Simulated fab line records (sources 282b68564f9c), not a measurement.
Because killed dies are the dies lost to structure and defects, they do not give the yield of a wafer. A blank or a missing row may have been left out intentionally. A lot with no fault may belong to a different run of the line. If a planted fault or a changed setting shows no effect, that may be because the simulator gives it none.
Which tool is to blame? | flow rit-cmos | 36 wafers from 12 lots sampled at 2 of the route's 202 steps

## WHAT EACH GAUGE READ, for each wafer
RIT_GATE_THK_MEAS_09. Usual: GATE_POLY_THK gives 252.6 nm (standard deviation 2.5).
lot  | measured    | on            | GATE_POLY_THK (nm) | flag
L759 | day 2 16:07 | film-metro-01 | 248.2 248.1 249.8  |
L760 | day 2 19:02 | film-metro-04 | 250.3 249.5 248.5  |
L761 | day 3 06:27 | film-metro-01 | 256.5 252.1 253.7  |
L762 | day 3 12:22 | film-metro-01 | 251.1 250.5 252.6  |
L766 | day 4 10:00 | film-metro-01 | 155.5 154.0 154.1  | OFF
L768 | day 4 15:58 | film-metro-04 | 151.6 152.5 152.4  | OFF
L771 | day 5 04:22 | film-metro-01 | 251.6 252.5 251.1  |
L772 | day 5 08:26 | film-metro-01 | 256.8 256.0 259.2  |
L778 | day 6 12:58 | film-metro-04 | 253.9 256.4 255.6  |
L779 | day 6 19:17 | film-metro-04 | 253.8 253.7 253.3  |
L780 | day 7 00:47 | film-metro-04 | 256.1 254.7 257.0  |
L782 | day 7 07:28 | film-metro-01 | 250.4 247.0 249.0  |

## EACH LOT AND THE TOOL THAT RAN IT (in order: tool; ch and the chambers of the sampled wafers; start)
lot  | RIT_GATE_CVD_08
L759 | lpcvd-01 ch 1, day 2 14:30
L760 | lpcvd-01 ch 0, day 2 17:25
L761 | lpcvd-02 ch 1, day 3 04:50
L762 | lpcvd-02 ch 0, day 3 10:44
L766 | lpcvd-01 ch 0, day 4 07:35
L768 | lpcvd-01 ch 0, day 4 13:31
L771 | lpcvd-02 ch 0, day 5 02:45
L772 | lpcvd-02 ch 1, day 5 06:47
L778 | lpcvd-02 ch 0, day 6 11:20
L779 | lpcvd-02 ch 1, day 6 17:40
L780 | lpcvd-02 ch 0, day 6 23:10
L782 | lpcvd-02 ch 0, day 7 05:50
- RIT_GATE_CVD_08: deposits poly-Si from SiH4, target thk 250 nm, time 2220 s.

## WHAT THE TOOLS THEMSELVES READ (means of the sampled wafers that have a number; where no wafer has one, the mark that the record gives instead)
RIT_GATE_CVD_08. Usual: value, then standard deviation, for each; pressure-mtorr 300.0 mTorr / 0.62; spike-tc-centre-C 612.6 C / 1.1; spike-tc-load-C 632.5 C / 2.2; spike-tc-source-C 628.4 C / 2; susceptor-temp-C 610.0 C / 0.32; zone-power-centre-pct 26.7 % / 0.58; zone-power-source-pct 10.3 % / 0.78.
lot  | tool     | pressure-mtorr (mTorr) | spike-tc-centre-C (C) | spike-tc-load-C (C) | spike-tc-source-C (C) | susceptor-temp-C (C) | zone-power-centre-pct (%) | zone-power-source-pct (%) | flag
L759 | lpcvd-01 | 299.7                  | 610.3                 | 630.5               | 631.1                 | 610.0                | 26.0                      | 9.2                       |
L760 | lpcvd-01 | 299.5                  | 613.0                 | 630.4               | 628.0                 | 609.8                | 26.2                      | 10.0                      |
L761 | lpcvd-02 | 300.1                  | 612.4                 | 636.6               | 629.3                 | 610.4                | 27.1                      | 10.0                      |
L762 | lpcvd-02 | 300.0                  | 613.5                 | 631.9               | 627.2                 | 610.0                | 27.0                      | 11.4                      |
L766 | lpcvd-01 | 299.9                  | 592.7                 | 610.4               | 607.7                 | 589.1                | 25.2                      | 9.4                       | OFF
L768 | lpcvd-01 | 299.0                  | 591.3                 | 610.4               | 607.4                 | 588.8                | 25.3                      | 9.5                       | OFF
L771 | lpcvd-02 | 300.2                  | 612.2                 | 632.2               | 625.0                 | 610.1                | 27.1                      | 11.2                      |
L772 | lpcvd-02 | 300.7                  | 613.6                 | 636.7               | 629.2                 | 609.7                | 27.2                      | 9.9                       |
L778 | lpcvd-02 | 300.1                  | 612.7                 | 633.2               | 626.3                 | 610.1                | 27.3                      | 11.4                      |
L779 | lpcvd-02 | 300.1                  | 613.2                 | 636.7               | 629.0                 | 610.1                | 27.1                      | 10.0                      |
L780 | lpcvd-02 | 298.8                  | 612.2                 | 633.1               | 625.8                 | 609.4                | 27.2                      | 11.3                      |
L782 | lpcvd-02 | 300.3                  | 612.1                 | 632.4               | 625.9                 | 610.6                | 27.5                      | 11.3                      |

## THE ANSWER, worked out from the rows above alone
Rule: a lot counts as off when the mean over its wafers that have a number is more than 3 standard deviations away from the usual mean. A lot without any number at a reading at which 4 lots or more have one is off too. The other lots that the step has rows for count as sound. The gauges are gone through in route order, then the tools' own readings, and for those a lot's mean is taken as printed above. At the first step where some lot is off, the reading lying furthest off is the one used; lots without a number count as furthest.
Off: at RIT_GATE_THK_MEAS_09 (GATE_POLY_THK), L766, L768.
A tool fits if, at a process step before that reading, it ran every lot that is off, and no sound lot after the first of them. The gauges at RIT_GATE_THK_MEAS_09 aren't tried: what is off there is off at RIT_GATE_CVD_08 too, on other tools, and a gauge's error can't cause that. One candidate fits, namely lpcvd-01 at RIT_GATE_CVD_08. Its last sound lot is L760 (day 2 17:25), its first lot that is off L766 (day 4 07:35): a fault that began between those two fits.
The tool's own readings at RIT_GATE_CVD_08 bear it out: on the lots that are off they differ by more than 5 times the standard deviation of the sound lots' means. spike-tc-centre-C reads 592.0 C there against 612.5 C on the sound lots; spike-tc-load-C reads 610.4 C there against 633.4 C on the sound lots; spike-tc-source-C reads 607.5 C there against 627.7 C on the sound lots; susceptor-temp-C reads 589.0 C there against 610.0 C on the sound lots.

## WHAT HAD BEEN PUT IN BY THE SIMULATOR
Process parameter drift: lpcvd-01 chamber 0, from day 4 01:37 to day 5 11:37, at RIT_GATE_CVD_08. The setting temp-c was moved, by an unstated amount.
Shown lots that were struck: L766, L768. The rule given above showed the same thing.
